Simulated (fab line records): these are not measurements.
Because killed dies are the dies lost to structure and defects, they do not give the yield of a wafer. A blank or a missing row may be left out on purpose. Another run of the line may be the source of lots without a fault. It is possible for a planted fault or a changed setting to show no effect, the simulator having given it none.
The same fault as seen by 2 desks / flow berkeley-cmos170 / only its own numbers are on each desk; what lay behind them is given at the end

## FROM THE METROLOGY DESK
What the gauges read for every lot (on any tool): the sampled wafers with a number, averaged. If a lot's mean is further than 4 standard deviations from the usual mean, the lot is out of limits and carries the mark OUT (the distance appears in the brackets).
Columns: A = M2_OVL at UCB170_M2_OVL_MEAS_16, usual -4 nm
lot=L103; first seen here=day 9 11:47; A=-5
lot=L102; first seen here=day 9 13:22; A=-2
lot=L104; first seen here=day 9 14:46; A=-8
lot=L105; first seen here=day 10 07:29; A=-7
lot=L109; first seen here=day 11 04:52; A=-5
lot=L110; first seen here=day 11 05:27; A=122 (+23) OUT
lot=L108; first seen here=day 11 07:11; A=112 (+21) OUT
lot=L116; first seen here=day 12 04:08; A=2
lot=L115; first seen here=day 12 04:25; A=116 (+22) OUT
lot=L113; first seen here=day 12 04:32; A=-2
lot=L119; first seen here=day 12 23:01; A=5
lot=L121; first seen here=day 13 07:17; A=6
lot=L122; first seen here=day 13 07:46; A=-5
Finding of this desk: L108, L110, L115 out of limits, first seen on L110 at day 11 05:27 (M2_OVL at UCB170_M2_OVL_MEAS_16). L103, L102, L104, L105, L109, L116, L113, L119, L121, L122 stayed within limits.

## THE TOOL OWNER'S DESK: krf-scanner-01
The tool's own readings at UCB170_M2_EXPOSE_12 (exposes mask METAL2, target cd 700 nm): means of the sampled wafers that have a number, for each lot that ran on this tool. If a lot's mean is further than 4 standard deviations from the usual mean, the lot is out of limits and carries the mark OUT (the distance appears in the brackets).
Columns: A = stage-vel-mm-s at UCB170_M2_EXPOSE_12, usual 499.93 mm/s
lot=L103; first seen here=day 9 11:17; A=499.79
lot=L105; first seen here=day 10 06:47; A=500.08
lot=L110; first seen here=day 11 04:09; A=499.75
lot=L108; first seen here=day 11 06:32; A=499.73
lot=L115; first seen here=day 12 03:08; A=499.83
This desk's verdict: no lot among the 5 shows anything out of limits.

## ALL TOGETHER
An alarm was possible from the metrology desk at day 11 05:27, on L108, L110, L115.
Nothing out of limits was seen by the tool owner's desk.
The tool owner's desk has L108, L110, L115 on record, within its limits.
Every lot named ran UCB170_M2_EXPOSE_12 on krf-scanner-01.

## WHAT THE SIMULATOR HAD PUT IN
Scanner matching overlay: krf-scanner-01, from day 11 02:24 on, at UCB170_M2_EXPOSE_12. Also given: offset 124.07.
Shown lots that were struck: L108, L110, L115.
Time in hours between the start of the fault and the first out-of-limits reading at each desk: metrology desk, 3.
